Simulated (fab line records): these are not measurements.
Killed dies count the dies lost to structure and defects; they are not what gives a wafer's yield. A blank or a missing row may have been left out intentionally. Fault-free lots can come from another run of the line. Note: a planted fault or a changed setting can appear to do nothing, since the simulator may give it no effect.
Struck lot and sound lot, side by side :: flow berkeley-cmos170 :: 36 steps out of a route of 331
Sound: wafers L829.2, L829.4, L829.5. The struck wafers were L840.1, L840.5, L840.6. At the end, the cause is stated.
Order at every step that has rows: each side's tool, ch and its chambers, its first start. Under that, the readings that differ: sound wafers :: struck wafers :: difference of the means :: sigmas: that difference in standard deviations of wafers without a fault.
alike: same words and numbers on both sides, and readings whose means sit less than 2 such deviations apart. not compared: any withheld reading, any reading some wafer has no value for, any bound like >300 that may hide the same value, and any number with overlapping values for which the record gives no deviation.
Wherever a step has rows on one side only, a row that says differs or no value, or a row with sigmas, the two part there. Non-overlapping numbers with no deviation appear without sigmas and do not part them. A reading missing from all wafers of one side parts the sides only when that side holds two or more wafers.

UCB170_SPACER_CVD_00: deposits SiO2 from TEOS/O2, target thk 376 nm, time 47 s.
  sound on pecvd-04 ch 0,1,2, day 6 11:40; struck on pecvd-03 ch 0,1,2, day 9 09:55
  alike: heater-power-w
UCB170_SPACER_THK_MEAS_01:
  sound on film-metro-02, day 6 11:43; struck on film-metro-02, day 9 09:58
  alike: SPACER_TEOS_THK
then, 1 step without rows for these wafers: UCB170_SPACER_ANNEAL_02 (time 1800 s).
UCB170_SPACER_ETCHBACK_03: etches SiO2 in CHF3/CF4/Ar, stops on Si, target depth 376 nm, time 100 s.
  sound on rie-diel-01 ch 1,3, day 6 15:19; struck on rie-diel-02 ch 0,1,2, day 9 14:22
  alike: drypump-motor-current-A, oes-product-au, throttle-valve-pct
  not compared: rf-hours-counter-h
then, 6 steps without rows for these wafers: UCB170_PSD_HMDS_00 (prime time 60 s); UCB170_PSD_COAT_01 (resist thk 900 nm); UCB170_PSD_SOFTBAKE_02 (time 60 s); UCB170_PSD_EXPOSE_03 (exposes mask PSELECT MOD, target cd 1200 nm); UCB170_PSD_PEB_04; UCB170_PSD_DEVELOP_05 (develop time 45 s).
UCB170_PSD_CD_MEAS_06: target cd 1200 nm.
  sound on cd-sem-02, day 6 17:08; struck on cd-sem-02, day 9 15:24
  alike: cd-nm
UCB170_PSD_OVL_MEAS_07:
  sound on overlay-01, day 6 17:14; struck on overlay-02, day 9 15:31
reading: PSD_OVL (nm)
sound: -8 -3 -9
struck: 7 5 4
difference: +12
sigmas: +2
UCB170_PSD_IMPLANT_08:
  sound on implanter-04 ch 0, day 6 17:17; struck on implanter-02, day 9 15:34
  no value came back on the struck wafers for beam-energy-keV, beam-on-s (s); on the sound wafers beam-energy-keV reads 19.993 20.005 20.018
UCB170_PSD_STRIP_09: strips in O2.
  sound on plasma-asher-01 ch 0,1, day 6 17:25; struck on plasma-asher-03 ch 0,1, day 9 15:43
reading: oes-product-au (a.u.)
sound: 0.602 0.597 0.601
struck: 0.737 0.732 0.737
difference: +0.135
sigmas: +32

reading: strip-time-to-endpoint-s (s)
sound: 29.50 29.39 29.38
struck: 21.61 21.61 21.72
difference: -7.78
sigmas: -99 or more
  alike: drypump-motor-current-A
  not compared: rf-hours-counter-h
UCB170_PSD_TW_MEAS_10:
  sound on film-metro-01, day 6 17:31; struck on film-metro-04, day 9 15:49
reading: PSD_TW
sound: 2332 2323 2313
struck: 30 30 30
difference: -2293
sigmas: -99 or more
then, 7 steps without rows for these wafers: UCB170_PSD_CLEAN_11 (cleans in SPM, time 600 s); UCB170_NSD_HMDS_00 (prime time 60 s); UCB170_NSD_COAT_01 (resist thk 900 nm); UCB170_NSD_SOFTBAKE_02 (time 60 s); UCB170_NSD_EXPOSE_03 (exposes mask NSELECT MOD, target cd 1200 nm); UCB170_NSD_PEB_04; UCB170_NSD_DEVELOP_05 (develop time 45 s).
UCB170_NSD_CD_MEAS_06: target cd 1200 nm.
  sound on cd-sem-02, day 6 19:15; struck on cd-sem-01, day 9 17:19
  alike: cd-nm
UCB170_NSD_OVL_MEAS_07:
  sound on overlay-02, day 6 19:22; struck on overlay-01, day 9 17:26
  alike: NSD_OVL
then, 2 steps without rows for these wafers: UCB170_NSD_IMPLANT_08; UCB170_NSD_STRIP_09 (strips in O2).
UCB170_NSD_TW_MEAS_10:
  sound on film-metro-04, day 6 19:39; struck on film-metro-04, day 9 17:43
  alike: NSD_TW
then, 4 steps without rows for these wafers: UCB170_NSD_CLEAN_11 (cleans in SPM, time 600 s); UCB170_BACKSIDE_HMDS_00 (prime time 60 s); UCB170_BACKSIDE_COAT_01 (resist thk 900 nm); UCB170_BACKSIDE_SOFTBAKE_02 (time 60 s).
UCB170_BACKSIDE_STRIP_03: strips in O2.
  sound on plasma-asher-04 ch 0, day 6 20:33; struck on plasma-asher-03 ch 0,1, day 9 18:29
  alike: drypump-motor-current-A, oes-product-au, strip-time-to-endpoint-s
  not compared: rf-hours-counter-h
then, 1 step without rows for these wafers: UCB170_BACKSIDE_CLEAN_04 (cleans in SPM, time 600 s).
UCB170_SDANNEAL_RTA_00: time 10 s.
  sound on rtp-anneal-02 ch 0, day 6 20:52; struck on rtp-anneal-02 ch 0, day 9 18:46
  alike: lamp-power-pct, wafer_temp_C_max
UCB170_SDANNEAL_RTA_01: time 5 s.
  sound on rtp-anneal-02 ch 0, day 6 20:55; struck on rtp-anneal-02 ch 0, day 9 18:49
  alike: lamp-power-pct, wafer_temp_C_max
UCB170_SDANNEAL_RS_MEAS_02: measurement is done with a four-point probe.
  sound on film-metro-04, day 6 20:59; struck on film-metro-03, day 9 18:53
reading: PSD_RS (ohm/sq)
sound: 75.9 76.2 76.2
struck: 132.8 133.0 132.9
difference: +56.8
sigmas: +99 or more

## WHERE THEY PART
Last at UCB170_SDANNEAL_RS_MEAS_02 as far as this record goes, first at UCB170_PSD_OVL_MEAS_07.

WHY: what had been put in by the simulator
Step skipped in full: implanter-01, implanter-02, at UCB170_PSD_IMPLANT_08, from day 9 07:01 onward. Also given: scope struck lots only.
